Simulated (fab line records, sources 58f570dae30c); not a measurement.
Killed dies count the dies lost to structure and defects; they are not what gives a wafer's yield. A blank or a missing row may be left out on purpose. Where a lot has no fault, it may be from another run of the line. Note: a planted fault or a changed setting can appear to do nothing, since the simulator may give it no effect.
The tool behind it: which one? ; flow berkeley-cmos170 ; Sampling: 15 lots, 45 wafers, 6 of 331 route steps

## WHAT EACH GAUGE READ, for each wafer
UCB170_START_BOW_MEAS_00. Usual: INCOMING_BOW 0 um, standard deviation 6.8.
lot;measured;on;INCOMING_BOW (um);flag
L739;day 1 10:00;film-metro-02;-4 3 -8;
L740;day 1 15:00;film-metro-03;-2 13 6;
L741;day 1 20:02;film-metro-01;-10 -8 12;
L742;day 2 01:00;film-metro-01;4 -14 -8;
L743;day 2 06:01;film-metro-02;18 -9 0;
L744;day 2 11:00;film-metro-02;-1 6 -1;
L745;day 2 16:04;film-metro-01;4 2 -6;
L746;day 2 21:00;film-metro-02;6 0 -7;
L747;day 3 02:00;film-metro-02;9 -7 1;
L748;day 3 07:02;film-metro-01;1 -5 -1;
L750;day 3 17:02;film-metro-01;3 1 4;
L757;day 5 04:00;film-metro-02;-13 2 2;
L758;day 5 09:00;film-metro-03;0 -5 7;
L761;day 6 00:01;film-metro-03;-8 -20 -9;
L762;day 6 05:00;film-metro-02;-1 -1 6;

UCB170_PWELL_THK_MEAS_03. Usual: PWELL_OXIDE_THK 26.4 nm, standard deviation 0.57.
lot;measured;on;PWELL_OXIDE_THK (nm);flag
L739;day 3 01:31;film-metro-04;26.4 26.8 26.8;
L740;day 2 19:49;film-metro-04;26.4 26.3 26.3;
L741;day 3 12:34;film-metro-02;27.7 27.2 27.4;
L742;day 3 12:33;film-metro-01;27.5 27.9 27.5;
L743;day 4 01:29;film-metro-02;27.1 27.3 26.9;
L744;day 4 01:28;film-metro-04;27.2 27.1 27.3;
L745;day 4 01:30;film-metro-01;26.8 26.8 27.1;
L746;day 4 08:07;film-metro-04;26.2 26.1 25.9;
L747;day 4 15:43;film-metro-04;26.5 26.3 25.9;
L748;day 4 22:02;film-metro-01;26.2 26.0 26.2;
L750;day 5 08:59;film-metro-01;26.4 26.5 26.3;
L757;day 7 03:25;film-metro-02;25.9 26.2 25.6;
L758;day 7 03:25;film-metro-01;26.1 25.8 26.0;
L761;day 7 19:41;film-metro-04;26.7 26.6 26.4;
L762;day 7 19:40;film-metro-02;26.3 26.4 26.3;

UCB170_PWELL_THK_MEAS_06. Usual: PWELL_NITRIDE_THK 211.5 nm, standard deviation 2.1.
lot;measured;on;PWELL_NITRIDE_THK (nm);flag
L739;day 3 08:31;film-metro-01;207.4 209.6 206.3;
L740;day 3 06:44;film-metro-02;209.3 211.5 209.4;
L741;day 3 18:29;film-metro-02;208.1 207.3 208.1;
L742;day 3 18:28;film-metro-01;209.0 210.2 208.7;
L743;day 4 10:08;film-metro-01;210.4 209.3 208.5;
L744;day 4 10:08;film-metro-02;215.1 212.0 214.9;
L745;day 4 10:10;film-metro-04;212.5 212.8 213.1;
L746;day 4 16:44;film-metro-04;212.9 215.0 214.4;
L747;day 4 22:43;film-metro-04;211.9 211.3 213.4;
L748;day 5 05:22;film-metro-04;212.0 213.7 212.7;
L750;day 5 16:50;film-metro-04;184.0 184.4 184.5;OFF
L757;day 7 10:40;film-metro-01;184.6 183.9 185.8;OFF
L758;day 7 10:40;film-metro-04;186.1 187.1 184.9;OFF
L761;day 8 07:04;film-metro-04;211.0 209.9 209.1;
L762;day 8 07:03;film-metro-01;211.4 213.2 213.0;

UCB170_ACTIVE_OVL_MEAS_14. Usual: ACTIVE_OVL -1 nm, standard deviation 5.4.
lot;measured;on;ACTIVE_OVL (nm);flag
L739;day 5 00:51;overlay-01;-6 0 -4;
L740;day 4 20:43;overlay-02;1 2 -1;
L741;day 5 11:05;overlay-01;5 1 4;
L742;day 5 10:57;overlay-02;6 -1 9;
L743;day 5 20:44;overlay-02;-11 0 -2;
L744;day 5 20:36;overlay-01;6 7 8;
L745;day 5 20:59;overlay-01;7 2 2;
L746;day 6 06:54;overlay-02;-1 -5 2;
L747;day 6 18:25;overlay-02;-3 -3 -12;
L748;day 6 18:40;overlay-01;1 -13 -12;
L750;day 7 05:25;overlay-01;-1 -2 4;
L757;day 9 03:11;overlay-01;-5 -6 -11;
L758;day 9 03:44;overlay-01;8 9 5;
L761;day 9 22:13;overlay-02;-15 -3 -9;
L762;day 9 22:05;overlay-01;-8 2 -3;

## WHICH TOOL RAN EACH LOT (tool, then ch and the chambers of the sampled wafers, then the start)
lot;UCB170_PWELL_CVD_05;UCB170_PWELL_ETCH_14
L739;lpcvd-02 ch 0, day 3 06:36;rie-diel-02 ch 1,2,3, day 3 09:53
L740;lpcvd-01 ch 0, day 3 04:49;rie-diel-04 ch 1,3, day 3 08:58
L741;lpcvd-02 ch 0, day 3 16:33;rie-diel-02 ch 0,2,3, day 3 20:21
L742;lpcvd-02 ch 1, day 3 16:33;rie-diel-03 ch 1,3, day 3 20:07
L743;lpcvd-02 ch 0, day 4 08:13;rie-diel-02 ch 1,2, day 4 11:27
L744;lpcvd-02 ch 0, day 4 08:13;rie-diel-03 ch 1,2, day 4 11:10
L745;lpcvd-02 ch 0, day 4 08:13;rie-diel-03 ch 1,2,3, day 4 11:38
L746;lpcvd-01 ch 0, day 4 14:49;rie-diel-03 ch 0,2, day 4 17:56
L747;lpcvd-01 ch 0, day 4 20:49;rie-diel-03 ch 1,2,3, day 4 23:47
L748;lpcvd-02 ch 0, day 5 03:26;rie-diel-02 ch 0,1, day 5 06:35
L750;lpcvd-02 ch 1, day 5 14:55;rie-diel-04 ch 1,2, day 5 18:31
L757;lpcvd-02 ch 0, day 7 08:45;rie-diel-02 ch 0,2,3, day 7 11:50
L758;lpcvd-02 ch 0, day 7 08:45;rie-diel-04 ch 0,1,3, day 7 11:36
L761;lpcvd-01 ch 1, day 8 05:08;rie-diel-03 ch 0,2, day 8 07:59
L762;lpcvd-01 ch 0, day 8 05:08;rie-diel-04 ch 0,2, day 8 08:06
- UCB170_PWELL_CVD_05: deposits Si3N4 from SiH2Cl2/NH3, target thk 220 nm, time 3168 s.
- UCB170_PWELL_ETCH_14: etches Si3N4 in CH3F/Ar/O2, stops on SiO2, target depth 242 nm, time 151 s.

## WHAT THE TOOLS THEMSELVES READ (means of the sampled wafers that have a number; where no wafer has one, the mark that the record gives instead)
UCB170_PWELL_CVD_05. Usual: pressure-mtorr 200.1 mTorr, standard deviation 0.36; spike-tc-load-C 824 C, standard deviation 3.8; susceptor-temp-C 799.9 C, standard deviation 0.38.
lot;tool;pressure-mtorr (mTorr);spike-tc-load-C (C);susceptor-temp-C (C);flag
L739;lpcvd-02;199.7;825;800.3;
L740;lpcvd-01;200.0;821;799.9;
L741;lpcvd-02;199.8;825;799.6;
L742;lpcvd-02;200.0;820;799.9;
L743;lpcvd-02;200.0;825;800.3;
L744;lpcvd-02;199.8;824;800.0;
L745;lpcvd-02;199.5;824;799.9;
L746;lpcvd-01;200.4;819;800.3;
L747;lpcvd-01;200.3;821;799.9;
L748;lpcvd-02;199.7;824;800.1;
L750;lpcvd-02;200.2;820;799.9;
L757;lpcvd-02;200.3;825;799.9;
L758;lpcvd-02;199.9;826;799.8;
L761;lpcvd-01;200.0;830;800.1;
L762;lpcvd-01;200.0;820;799.8;

UCB170_PWELL_ETCH_14. Usual: drypump-motor-current-A 5.9 A, standard deviation 0.47; oes-product-au 0.915 a.u., standard deviation 0.014; throttle-valve-pct 8.02 %, standard deviation 0.12.
lot;tool;drypump-motor-current-A (A);oes-product-au (a.u.);throttle-valve-pct (%);flag
L739;rie-diel-02;6.2;0.914;7.95;
L740;rie-diel-04;5.7;0.911;8.23;
L741;rie-diel-02;6.2;0.906;7.96;
L742;rie-diel-03;5.8;0.902;7.96;
L743;rie-diel-02;6.0;0.919;7.82;
L744;rie-diel-03;6.0;0.906;7.97;
L745;rie-diel-03;5.9;0.918;7.99;
L746;rie-diel-03;5.9;0.907;8.05;
L747;rie-diel-03;5.9;0.909;7.99;
L748;rie-diel-02;6.3;0.933;7.96;
L750;rie-diel-04;6.3;0.843;8.13;OFF
L757;rie-diel-02;6.2;0.854;7.96;OFF
L758;rie-diel-04;5.4;0.845;8.17;OFF
L761;rie-diel-03;5.5;0.896;8.07;
L762;rie-diel-04;5.5;0.919;8.06;

## THE ANSWER, worked out from the rows above alone
Rule: take the mean of a lot's wafers that have a number; if it is more than 3 standard deviations from the usual mean, the lot is off. A lot without any number at a reading at which 4 lots or more have one is off too. The other lots that the step has rows for count as sound. Order of review: gauges by route order, followed by the tools' own readings, for which a lot's mean as printed above is used. At the first step where some lot is off, the reading lying furthest off is the one used; lots without a number count as furthest.
Off: L750, L757, L758, at UCB170_PWELL_THK_MEAS_06 (PWELL_NITRIDE_THK).
A tool fits if, at a process step before that reading, it ran every lot that is off, and no sound lot after the first of them. The gauges at UCB170_PWELL_THK_MEAS_06 aren't tried: what is off there is off at UCB170_PWELL_ETCH_14 too, on other tools, and a gauge's error can't cause that. One fits: UCB170_PWELL_CVD_05 on lpcvd-02. Its last sound lot is L748 (day 5 03:26), its first lot that is off L750 (day 5 14:55): a fault that began between those two fits.

## WHAT HAD BEEN PUT IN BY THE SIMULATOR
Site profile drift: lpcvd-02, from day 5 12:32 on, at UCB170_PWELL_CVD_05. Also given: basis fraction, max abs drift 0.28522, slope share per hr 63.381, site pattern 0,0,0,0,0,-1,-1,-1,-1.
Shown lots that were struck: L750, L757, L758. The rule above reached the same finding.
